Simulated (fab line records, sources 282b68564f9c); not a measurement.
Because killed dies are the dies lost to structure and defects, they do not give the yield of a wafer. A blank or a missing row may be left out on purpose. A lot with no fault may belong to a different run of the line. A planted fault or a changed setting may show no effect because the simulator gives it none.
Check of tool commonality | flow ritCmos | Sampled: 15 lots, 54 wafers

## THE REASON FOR OPENING IT
3 of 15 lots carry a flag on the reading GATE_POLY_THK at RIT_GATE_THK_MEAS_09. Wafers without a fault read 260.7 nm, standard deviation 2.5.
Rule: a lot gets a flag if all its wafers with a number sit over 4 standard deviations from that mean, or if no wafer of it has a number. The other lots count as sound.

lot  | measured    | on           | GATE_POLY_THK (nm), wafer by wafer  | flag
L248 | day 2 14:50 | filmMetro-03 | 261.5 260.7 258.6                   | 
L249 | day 2 16:42 | filmMetro-03 | 258.9 257.9 258.2                   | 
L250 | day 2 23:41 | filmMetro-03 | 266.2 265.9 265.0                   | 
L251 | day 3 02:55 | filmMetro-03 | 261.6 261.1 262.3                   | 
L252 | day 3 09:35 | filmMetro-01 | 261.2 259.6 261.2                   | 
L256 | day 4 03:11 | filmMetro-04 | 258.7 260.5 260.6                   | 
L257 | day 4 09:22 | filmMetro-03 | 258.5 257.2 256.8                   | 
L258 | day 4 13:29 | filmMetro-01 | 256.8 255.8 258.8                   | 
L259 | day 4 18:41 | filmMetro-01 | 262.9 261.1 262.3                   | 
L260 | day 4 23:04 | filmMetro-04 | 351.6 351.2 350.2 351.2 351.5 350.4 | FLAGGED
L262 | day 5 10:26 | filmMetro-01 | 349.9 347.9 349.3 349.6 347.7 349.1 | FLAGGED
L263 | day 5 14:43 | filmMetro-04 | 345.9 346.7 347.7 346.0 346.5 347.8 | FLAGGED
L268 | day 6 17:05 | filmMetro-04 | 263.1 261.2 262.5                   | 
L269 | day 6 20:28 | filmMetro-01 | 256.0 257.2 256.4                   | 
L271 | day 7 05:55 | filmMetro-04 | 262.4 264.0 263.4                   | 
Average over the flagged lots: 348.9 nm; offset from the usual +88.2 nm, equal to +35 standard deviations.

## WHICH TOOL RAN EACH LOT
2 process steps preceding the reading are held in the record, out of 202 steps in the route. In each cell: the tool, then ch and the chambers that the sampled wafers went through, then the start.
lot  | flag    | RIT_NWELL_STRIP_09                 | RIT_GATE_CVD_08
L248 |         | plasmaAsher-02 ch 0,1, day 1 21:36 | lpcvd-01 ch 1, day 2 13:11
L249 |         | plasmaAsher-02 ch 0,1, day 2 02:39 | lpcvd-02 ch 1, day 2 15:05
L250 |         | plasmaAsher-01 ch 0,1, day 2 07:59 | lpcvd-01 ch 1, day 2 21:16
L251 |         | plasmaAsher-02 ch 0,1, day 2 12:57 | lpcvd-01 ch 0, day 3 01:18
L252 |         | plasmaAsher-03 ch 0,1, day 2 18:47 | lpcvd-02 ch 1, day 3 07:58
L256 |         | plasmaAsher-02 ch 0,1, day 3 12:41 | lpcvd-01 ch 1, day 4 01:34
L257 |         | plasmaAsher-01 ch 0,1, day 3 19:13 | lpcvd-02 ch 0, day 4 07:44
L258 |         | plasmaAsher-03 ch 0,1, day 3 22:38 | lpcvd-02 ch 1, day 4 11:52
L259 |         | plasmaAsher-02 ch 0,1, day 4 03:47 | lpcvd-01 ch 1, day 4 17:03
L260 | FLAGGED | plasmaAsher-03 ch 0,1, day 4 08:36 | lpcvd-02 ch 1, day 4 21:26
L262 | FLAGGED | plasmaAsher-02 ch 0,1, day 4 19:31 | lpcvd-02 ch 1, day 5 08:49
L263 | FLAGGED | plasmaAsher-03 ch 0,1, day 5 00:20 | lpcvd-02 ch 1, day 5 13:05
L268 |         | plasmaAsher-02 ch 0,1, day 6 00:42 | lpcvd-01 ch 1, day 6 13:26
L269 |         | plasmaAsher-01 ch 0, day 6 06:24   | lpcvd-01 ch 0, day 6 18:50
L271 |         | plasmaAsher-03 ch 0,1, day 6 15:58 | lpcvd-01 ch 1, day 7 04:17
These steps, and what they do:
- RIT_NWELL_STRIP_09: strips in O2, time 180 s.
- RIT_GATE_CVD_08: deposits poly-Si from SiH4, target thk 250 nm, time 2314 s.
- RIT_GATE_THK_MEAS_09

## FLAGGED OVER TOTAL, TOOL BY TOOL (the gauges that took the reading come last)
step                 | tool           | lots run | flagged | share of the flagged lots | sound lots run after its first flagged lot
RIT_NWELL_STRIP_09   | plasmaAsher-01 | 3        | 0       | none                      | -
RIT_NWELL_STRIP_09   | plasmaAsher-02 | 7        | 1       | some                      | 1 (L268)
RIT_NWELL_STRIP_09   | plasmaAsher-03 | 5        | 2       | some                      | 1 (L271)
RIT_GATE_CVD_08      | lpcvd-01       | 8        | 0       | none                      | -
RIT_GATE_CVD_08      | lpcvd-02       | 7        | 3       | all                       | 0
RIT_GATE_THK_MEAS_09 | filmMetro-01   | 5        | 1       | some                      | 1 (L269)
RIT_GATE_THK_MEAS_09 | filmMetro-03   | 5        | 0       | none                      | -
RIT_GATE_THK_MEAS_09 | filmMetro-04   | 5        | 2       | some                      | 2 (L268,L271)

## WHAT IS ALLOWED BY THE TABLE
All flagged lots share 1 row of the table, namely lpcvd-02 at RIT_GATE_CVD_08.
- lpcvd-02 at RIT_GATE_CVD_08: 3 of its 7 lots flagged. Its last sound lot is L258 (day 4 11:52), its first flagged lot L260 (day 4 21:26): a fault that began between those two fits.
One tool is left: lpcvd-02 at RIT_GATE_CVD_08.

## WHAT THE SIMULATOR PUT IN
lpcvd-02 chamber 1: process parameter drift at RIT_GATE_CVD_08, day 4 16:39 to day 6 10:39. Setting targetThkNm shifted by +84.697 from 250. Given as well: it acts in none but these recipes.
Lots struck among those shown: L260, L262, L263. The same result came from the rule above.
